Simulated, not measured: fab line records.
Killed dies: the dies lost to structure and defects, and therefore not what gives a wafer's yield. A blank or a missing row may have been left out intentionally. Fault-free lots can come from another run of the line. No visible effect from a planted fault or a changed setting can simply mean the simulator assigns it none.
Split-lot experiment :: flow berkeley cmos170 :: 23 wafers read from 5 lots, route of 331 steps

## ABOUT THE SPLIT
At UCB170_PWELL_CVD_05 (deposits Si3N4 from SiH2Cl2/NH3, target thk 220 nm, time 3300 s), the setting pressure mtorr was moved away from the recipe's 200 mTorr on 10 of the 23 wafers read, by -13.7% to -3.9%. The other wafers ran this setting at the recipe's value.

Split to reading: the file shows no intervening step.

## THE READING
PWELL_NITRIDE_THK at UCB170_PWELL_THK_MEAS_06, in nm. Fault-free wafers of this fab line usually give 219.2 nm, standard deviation 2 nm.

wafer: L074.1
tool, chamber at the split: -, -
pressure mtorr as run, mTorr: 200
against the recipe: recipe
PWELL_NITRIDE_THK, nm: 222.0
against lot-mates on the recipe: -

wafer: L074.2
tool, chamber at the split: -, -
pressure mtorr as run, mTorr: 200
against the recipe: recipe
PWELL_NITRIDE_THK, nm: 221.2
against lot-mates on the recipe: -

wafer: L074.3
tool, chamber at the split: -, -
pressure mtorr as run, mTorr: 200
against the recipe: recipe
PWELL_NITRIDE_THK, nm: 223.7
against lot-mates on the recipe: -

wafer: L074.4
tool, chamber at the split: -, -
pressure mtorr as run, mTorr: 200
against the recipe: recipe
PWELL_NITRIDE_THK, nm: 219.0
against lot-mates on the recipe: -

wafer: L074.5
tool, chamber at the split: -, -
pressure mtorr as run, mTorr: 200
against the recipe: recipe
PWELL_NITRIDE_THK, nm: 221.5
against lot-mates on the recipe: -

wafer: L075.2
tool, chamber at the split: lpcvd-01, 1
pressure mtorr as run, mTorr: 200
against the recipe: recipe
PWELL_NITRIDE_THK, nm: 218.7
against lot-mates on the recipe: -

wafer: L075.4
tool, chamber at the split: lpcvd-01, 1
pressure mtorr as run, mTorr: 200
against the recipe: recipe
PWELL_NITRIDE_THK, nm: 219.0
against lot-mates on the recipe: -

wafer: L075.5
tool, chamber at the split: lpcvd-01, 1
pressure mtorr as run, mTorr: 200
against the recipe: recipe
PWELL_NITRIDE_THK, nm: 217.8
against lot-mates on the recipe: -

wafer: L077.1
tool, chamber at the split: -, -
pressure mtorr as run, mTorr: 200
against the recipe: recipe
PWELL_NITRIDE_THK, nm: 220.5
against lot-mates on the recipe: -

wafer: L077.3
tool, chamber at the split: -, -
pressure mtorr as run, mTorr: 200
against the recipe: recipe
PWELL_NITRIDE_THK, nm: 220.2
against lot-mates on the recipe: -

wafer: L077.4
tool, chamber at the split: -, -
pressure mtorr as run, mTorr: 200
against the recipe: recipe
PWELL_NITRIDE_THK, nm: 220.8
against lot-mates on the recipe: -

wafer: L077.5
tool, chamber at the split: -, -
pressure mtorr as run, mTorr: 200
against the recipe: recipe
PWELL_NITRIDE_THK, nm: 219.8
against lot-mates on the recipe: -

wafer: L077.6
tool, chamber at the split: -, -
pressure mtorr as run, mTorr: 200
against the recipe: recipe
PWELL_NITRIDE_THK, nm: 219.0
against lot-mates on the recipe: -

wafer: L081.1
tool, chamber at the split: -, -
pressure mtorr as run, mTorr: 192.2
against the recipe: -3.9%
PWELL_NITRIDE_THK, nm: 217.9
against lot-mates on the recipe: no lot-mate on the recipe

wafer: L081.2
tool, chamber at the split: -, -
pressure mtorr as run, mTorr: 192.2
against the recipe: -3.9%
PWELL_NITRIDE_THK, nm: 219.2
against lot-mates on the recipe: no lot-mate on the recipe

wafer: L081.3
tool, chamber at the split: -, -
pressure mtorr as run, mTorr: 192.2
against the recipe: -3.9%
PWELL_NITRIDE_THK, nm: 217.0
against lot-mates on the recipe: no lot-mate on the recipe

wafer: L081.4
tool, chamber at the split: -, -
pressure mtorr as run, mTorr: 192.2
against the recipe: -3.9%
PWELL_NITRIDE_THK, nm: 218.7
against lot-mates on the recipe: no lot-mate on the recipe

wafer: L081.5
tool, chamber at the split: -, -
pressure mtorr as run, mTorr: 192.2
against the recipe: -3.9%
PWELL_NITRIDE_THK, nm: 218.1
against lot-mates on the recipe: no lot-mate on the recipe

wafer: L084.2
tool, chamber at the split: -, -
pressure mtorr as run, mTorr: 172.7
against the recipe: -13.7%
PWELL_NITRIDE_THK, nm: 210.7
against lot-mates on the recipe: no lot-mate on the recipe

wafer: L084.3
tool, chamber at the split: -, -
pressure mtorr as run, mTorr: 172.7
against the recipe: -13.7%
PWELL_NITRIDE_THK, nm: 210.3
against lot-mates on the recipe: no lot-mate on the recipe

wafer: L084.4
tool, chamber at the split: -, -
pressure mtorr as run, mTorr: 172.7
against the recipe: -13.7%
PWELL_NITRIDE_THK, nm: 208.4
against lot-mates on the recipe: no lot-mate on the recipe

wafer: L084.5
tool, chamber at the split: -, -
pressure mtorr as run, mTorr: 172.7
against the recipe: -13.7%
PWELL_NITRIDE_THK, nm: 209.5
against lot-mates on the recipe: no lot-mate on the recipe

wafer: L084.6
tool, chamber at the split: -, -
pressure mtorr as run, mTorr: 172.7
against the recipe: -13.7%
PWELL_NITRIDE_THK, nm: 209.4
against lot-mates on the recipe: no lot-mate on the recipe

THE FIT
A straight line over all 23 wafers: PWELL_NITRIDE_THK changes by +0.775 nm for each +1% of pressure mtorr; r = +0.95; the points scatter about the line by 1.4 nm.
Too few moved wafers have a lot-mate on the recipe to fit a line with each lot's own level taken away.

## THE WHOLE CHAIN: every reading that the file lists as answering this split, in the file's order
step: UCB170_PWELL_CVD_05
what it does: deposits Si3N4 from SiH2Cl2/NH3, target thk 220 nm, time 3300 s
reading: Si3N4_of_PWELL_CVD_05.thk nm (the simulator's own value, which no gauge read)
change (the file's fit): +0.779 nm for each +1% of the setting
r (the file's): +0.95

step: UCB170_PWELL_THK_MEAS_06
what it does: 
reading: PWELL_NITRIDE_THK
change (the file's fit): +0.776 for each +1% of the setting
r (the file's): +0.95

## FILE'S OWN FIT
PWELL_NITRIDE_THK changes by +0.776 nm for each +1% of pressure mtorr, r = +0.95.
